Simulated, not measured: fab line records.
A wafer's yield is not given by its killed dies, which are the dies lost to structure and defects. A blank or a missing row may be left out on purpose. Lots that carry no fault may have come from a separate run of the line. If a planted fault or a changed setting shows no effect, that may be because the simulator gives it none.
A lot that was struck, set against a sound lot || flow rit_cmos || 27 out of 202 route steps
Sound: wafers L209.1, L209.3, L209.5. Wafers struck: L222.2, L222.4, L222.6. The cause is given at the end.
At each step with rows: each side's tool, then ch and its chambers, then its first start. Under that, the readings that differ: sound wafers || struck wafers || difference of the means || sigmas: that difference in standard deviations of wafers without a fault.
alike: readings whose means differ by less than 2 such deviations, and words and numbers that are the same on both sides. not compared: withheld readings, readings that some wafer has no value for, bounds like >300 that may hide the same value, and numbers for which the record gives no deviation and whose values overlap.
Wherever a step has rows on one side only, a row that says differs or no value, or a row with sigmas, the two part there. When numbers do not overlap yet have no deviation, they are printed without sigmas and do not part them. A reading missing from all wafers of one side parts the sides only when that side holds two or more wafers.

RIT_ACTIVE_BOW_MEAS_00:
  struck on film_metro-01, day 5 04:01; sound on film_metro-03, day 2 11:00
  alike: INCOMING_BOW
then, 1 step without rows for these wafers: RIT_ACTIVE_OXIDATION_01 (target thk 46.8 nm, ox time 3360 s).
RIT_ACTIVE_THK_MEAS_02:
  struck on film_metro-01, day 5 06:04; sound on film_metro-01, day 2 17:41
  alike: ACTIVE_OXIDE_THK
RIT_ACTIVE_CVD_03: deposits Si3N4 from SiH2Cl2/NH3, target thk 150 nm, time 1500 s.
  sound on lpcvd-02 ch 0, day 2 17:44; struck on lpcvd-02 ch 1, day 5 06:07
{"reading": "spike_tc_centre_C (C)", "sound": "812.3 813.1 813.3", "struck": "806.8 805.7 806.2", "difference": -6.7, "sigmas": -6}
{"reading": "spike_tc_load_C (C)", "sound": "837 834 836", "struck": "823 823 824", "difference": -12, "sigmas": -3}
{"reading": "spike_tc_source_C (C)", "sound": "831.8 832.7 830.8", "struck": "822.7 823.0 823.1", "difference": -8.8, "sigmas": -6}
{"reading": "susceptor_temp_C (C)", "sound": "810.2 810.1 810.2", "struck": "802.6 802.5 802.7", "difference": -7.6, "sigmas": -24}
{"reading": "model.Si3N4_of_ACTIVE_CVD_03.thk_nm (nm)", "sound": "150 151 151.5", "struck": "134.4 132.1 132.9", "difference": -17.7, "sigmas": ""}
RIT_ACTIVE_THK_MEAS_04:
  struck on film_metro-02, day 5 07:32; sound on film_metro-01, day 2 19:09
{"reading": "ACTIVE_NITRIDE_THK (nm)", "sound": "150.0 151.0 151.4", "struck": "134.4 132.1 133.0", "difference": -17.6, "sigmas": -13}
then, 6 steps without rows for these wafers: RIT_ACTIVE_HMDS_05 (prime time 60 s); RIT_ACTIVE_COAT_06 (resist thk 1000 nm); RIT_ACTIVE_SOFTBAKE_07 (time 60 s); RIT_ACTIVE_EXPOSE_08 (exposes mask M1, target cd 1400 nm); RIT_ACTIVE_PEB_09; RIT_ACTIVE_DEVELOP_10 (develop time 50 s).
RIT_ACTIVE_CD_MEAS_11: the cd target is 1400 nm.
  struck on cd_sem-02, day 5 08:35; sound on cd_sem-02, day 2 20:04
  alike: cd_nm
then, 1 step without rows for these wafers: RIT_ACTIVE_HARDBAKE_12 (time 60 s).
RIT_ACTIVE_ETCH_13: etches Si3N4 in SF6, stops on SiO2, time 210 s, target depth 210 nm.
  sound on rie_diel-03 ch 1,2, day 2 20:20; struck on rie_diel-02 ch 1,2,3, day 5 08:50
{"reading": "oes_product_au (a.u.)", "sound": "0.832 0.832 0.853", "struck": "0.782 0.762 0.788", "difference": -0.062, "sigmas": -5}
{"reading": "model.ACTIVE.feature_depth_nm (nm)", "sound": "150 151 151.5", "struck": "134.4 134.1 132.9", "difference": -17.0, "sigmas": ""}
{"reading": "model.etch.depth_nm (nm)", "sound": "150 151 151.5", "struck": "134.4 132.1 132.9", "difference": -17.7, "sigmas": ""}
  alike: drypump_motor_current_A, throttle_valve_pct
  not compared: rf_hours_counter_h
RIT_ACTIVE_STRIP_14: strips in O2, time 180 s.
  sound on plasma_asher-03 ch 0,1, day 2 20:28; struck on plasma_asher-03 ch 0,1, day 5 08:58
  alike: drypump_motor_current_A
  not compared: rf_hours_counter_h
RIT_ACTIVE_CD_MEAS_90: the cd target is 1400 nm.
  struck on cd_sem-01, day 5 09:10; sound on cd_sem-02, day 2 20:38
  alike: cd_nm
then, 4 steps without rows for these wafers: RIT_ACTIVE_CLEAN_15 (cleans in SC1, time 600 s); RIT_ACTIVE_CLEAN_16 (cleans in dHF, time 30 s); RIT_ACTIVE_CLEAN_17 (cleans in SC2, time 600 s); RIT_FOX1_OXIDATION_00 (target thk 350.7 nm, ox time 1130 s).
RIT_FOX1_THK_MEAS_01:
  struck on film_metro-04, day 5 11:41; sound on film_metro-04, day 2 23:31
  alike: FOX1_OXIDE_THK
then, 2 steps without rows for these wafers: RIT_FOX1_WET_ETCH_02 (etches SiO2 in BOE, target depth 350 nm, time 390 s); RIT_FOX2_OXIDATION_00 (target thk 350.7 nm, ox time 1130 s).
RIT_FOX2_THK_MEAS_01:
  struck on film_metro-03, day 5 13:10; sound on film_metro-03, day 3 02:22
  alike: FOX2_OXIDE_THK
RIT_FOX2_CLEAN_02: cleans in dHF, time 180 s.
  sound on wet_bench-02 ch 2, day 3 02:26; struck on wet_bench-04 ch 2, day 5 13:13
{"reading": "model.Si3N4_of_ACTIVE_CVD_03.thk_nm (nm)", "sound": "130.8 131.8 132.3", "struck": "115.2 112.8 113.6", "difference": -17.8, "sigmas": ""}
then, 1 step without rows for these wafers: RIT_FOX2_WET_ETCH_03 (etches Si3N4 in H3PO4, target depth 195 nm, time 2700 s).
RIT_M1_PROBE_99:
  struck on prober-02, day 7 06:41; sound on prober-02, day 4 17:26
{"reading": "killed_at_front_end", "sound": "14 11 13", "struck": "5 6 6", "difference": -7, "sigmas": -3}
{"reading": "killed_dies", "sound": "14 11 13", "struck": "5 6 6", "difference": -7, "sigmas": -3}
{"reading": "killed_open", "sound": "10 8 8", "struck": "3 2 3", "difference": -6, "sigmas": -3}
{"reading": "model.etest.nldd.width_nm (nm)", "sound": "3188 3187 3188", "struck": "3171 3125 3157", "difference": -37, "sigmas": ""}
{"reading": "model.etest.pldd.width_nm (nm)", "sound": "3182 3171 3178", "struck": "3163 3135 3142", "difference": -30, "sigmas": ""}
  alike: killed_at_contacts, killed_on_rim, killed_short

## WHERE THEY PART
At RIT_ACTIVE_CVD_03 first; at RIT_M1_PROBE_99 last (within this record only).

WHY: what the simulator had put in
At RIT_ACTIVE_CVD_03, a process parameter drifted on lpcvd-02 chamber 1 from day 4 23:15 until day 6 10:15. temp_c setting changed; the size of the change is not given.
